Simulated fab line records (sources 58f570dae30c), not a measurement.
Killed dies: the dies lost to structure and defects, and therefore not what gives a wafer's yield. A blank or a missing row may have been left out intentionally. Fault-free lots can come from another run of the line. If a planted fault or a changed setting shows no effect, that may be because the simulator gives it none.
Split-lot experiment | flow berkeley-cmos170 | on a route of 331 steps: 5 lots, 23 wafers read

== THE SPLIT ITSELF ==
At UCB170_PWELL_OXIDATION_02 (target thk 26.4 nm, ox time 1260 s), the setting temp-c was moved away from the recipe's 1000 C on 20 of the 23 wafers read, by -3.0% to +2.7%. This setting was run at the recipe's value on the other wafers.

Split to reading: the file shows no intervening step.

== THE READING ==
Values of PWELL_OXIDE_THK in nm from UCB170_PWELL_THK_MEAS_03. A value of 26.0 nm with a standard deviation of 0.44 nm is what fault-free wafers of this fab line usually give.

wafer  | tool, chamber at the split | temp-c as run, C | against the recipe | PWELL_OXIDE_THK, nm | against lot-mates on the recipe
L075.1 | -, -                       | 1027             | +2.7%              | 33.5                | no lot-mate on the recipe
L075.2 | -, -                       | 1027             | +2.7%              | 32.8                | no lot-mate on the recipe
L075.3 | -, -                       | 1027             | +2.7%              | 32.7                | no lot-mate on the recipe
L075.4 | -, -                       | 1027             | +2.7%              | 34.0                | no lot-mate on the recipe
L075.6 | -, -                       | 1027             | +2.7%              | 32.8                | no lot-mate on the recipe
L076.2 | -, -                       | 970.1            | -3.0%              | 19.3                | no lot-mate on the recipe
L076.3 | -, -                       | 970.1            | -3.0%              | 20.2                | no lot-mate on the recipe
L076.4 | -, -                       | 970.1            | -3.0%              | 19.5                | no lot-mate on the recipe
L076.5 | -, -                       | 970.1            | -3.0%              | 19.7                | no lot-mate on the recipe
L076.6 | -, -                       | 970.1            | -3.0%              | 19.7                | no lot-mate on the recipe
L078.2 | -, -                       | 1027             | +2.7%              | 33.4                | no lot-mate on the recipe
L078.3 | -, -                       | 1027             | +2.7%              | 33.1                | no lot-mate on the recipe
L078.4 | -, -                       | 1027             | +2.7%              | 33.1                | no lot-mate on the recipe
L078.5 | -, -                       | 1027             | +2.7%              | 33.8                | no lot-mate on the recipe
L078.6 | -, -                       | 1027             | +2.7%              | 33.1                | no lot-mate on the recipe
L081.1 | furnace-02, 0              | 1000             | recipe             | 25.4                | -
L081.3 | furnace-02, 0              | 1000             | recipe             | 25.3                | -
L081.4 | furnace-02, 0              | 1000             | recipe             | 25.8                | -
L084.1 | -, -                       | 1008             | +0.8%              | 28.1                | no lot-mate on the recipe
L084.2 | -, -                       | 1008             | +0.8%              | 28.0                | no lot-mate on the recipe
L084.3 | -, -                       | 1008             | +0.8%              | 27.5                | no lot-mate on the recipe
L084.5 | -, -                       | 1008             | +0.8%              | 27.7                | no lot-mate on the recipe
L084.6 | -, -                       | 1008             | +0.8%              | 27.7                | no lot-mate on the recipe

FIT RESULTS
A straight line over all 23 wafers: PWELL_OXIDE_THK changes by +2.4 nm for each +1% of temp-c; r = +0.99; the points scatter about the line by 0.64 nm.
Too few moved wafers with a lot-mate on the recipe to fit a line net of each lot's own level.

== THE WHOLE CHAIN: every reading that the file lists as answering this split, in the file's order ==
step                      | what it does                       | reading                                                                            | change (the file's fit)             | r (the file's)
UCB170_PWELL_OXIDATION_02 | target thk 26.4 nm, ox time 1260 s | SiO2_of_PWELL_OXIDATION_02.thk-nm (the simulator's own value, which no gauge read) | +2.4 nm for each +1% of the setting | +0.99
UCB170_PWELL_THK_MEAS_03  |                                    | PWELL_OXIDE_THK                                                                    | +2.41 for each +1% of the setting   | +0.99

== FILE'S OWN FIT ==
PWELL_OXIDE_THK changes by +2.41 nm for each +1% of temp-c, r = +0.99.
